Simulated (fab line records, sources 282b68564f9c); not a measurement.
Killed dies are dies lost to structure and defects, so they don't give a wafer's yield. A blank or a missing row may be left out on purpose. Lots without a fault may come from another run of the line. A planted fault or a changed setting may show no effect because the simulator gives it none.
A struck lot beside a sound one | flow rit_cmos | 14 steps out of a route of 202
Sound: wafers L401.1, L401.4, L401.6. Struck: wafers L411.1, L411.2, L411.4. The cause comes at the end.
At each step with rows: each side's tool, then ch and its chambers, then its first start. Under that, the readings that differ: sound wafers | struck wafers | difference of the means | sigmas: that difference in standard deviations of wafers without a fault.
alike: readings whose means differ by less than 2 such deviations, and words and numbers that are the same on both sides. not compared: withheld readings, readings that some wafer has no value for, bounds like >300 that may hide the same value, and numbers for which the record gives no deviation and whose values overlap.
The two part at a step that has a row with sigmas, a row that says differs or no value, or rows on one side only. Numbers that don't overlap but have no deviation are shown without sigmas and don't part them. A reading that every wafer of one side lacks parts them only if that side has two wafers or more.

first, 3 steps without rows for these wafers: RIT_GATE_CLEAN_02 (cleans in dHF, time 30 s); RIT_GATE_CLEAN_03 (cleans in SC2, time 600 s); RIT_GATE_CLEAN_04 (cleans in dHF, time 60 s).
RIT_FOX2_THK_MEAS_91:
  sound on film_metro-02, day 3 04:43; struck on film_metro-01, day 5 05:08
  alike: FIELD_OXIDE_LEFT_2_THK
then, 2 steps without rows for these wafers: RIT_GATE_OXIDATION_05 (target thk 3 nm, ox time 270 s); RIT_GATE_ANNEAL_06 (time 600 s).
RIT_GATE_THK_MEAS_07:
  sound on film_metro-02, day 3 09:23; struck on film_metro-04, day 5 07:11
  alike: GATE_OXIDE_THK
then, 1 step without rows for these wafers: RIT_GATE_CVD_08 (deposits poly-Si from SiH4, target thk 250 nm, time 2220 s).
RIT_GATE_THK_MEAS_09:
  sound on film_metro-02, day 3 11:04; struck on film_metro-02, day 5 08:52
  reading            | sound             | struck            | difference | sigmas
  GATE_POLY_THK (nm) | 244.9 245.5 245.5 | 251.3 251.6 248.9 | +5.3       | +3
then, 3 steps without rows for these wafers: RIT_GATE_HMDS_10 (prime time 60 s); RIT_GATE_COAT_11 (resist thk 850 nm); RIT_GATE_SOFTBAKE_12 (time 60 s).
RIT_GATE_EXPOSE_13: exposes mask M6, target cd 150 nm.
  sound on iline_stepper-02 ch 0, day 3 11:42; struck on iline_stepper-01, day 5 09:23
  no value came back on the struck wafers for exposure_dose_mJ_cm2, focus_offset_nm (nm); on the sound wafers exposure_dose_mJ_cm2 reads 379.8 378.8 379.9
  alike: mask
then, 1 step without rows for these wafers: RIT_GATE_PEB_14.

WHERE THEY PART
First at RIT_GATE_THK_MEAS_09; last, within this record, at RIT_GATE_EXPOSE_13.

WHY: what the simulator had put in
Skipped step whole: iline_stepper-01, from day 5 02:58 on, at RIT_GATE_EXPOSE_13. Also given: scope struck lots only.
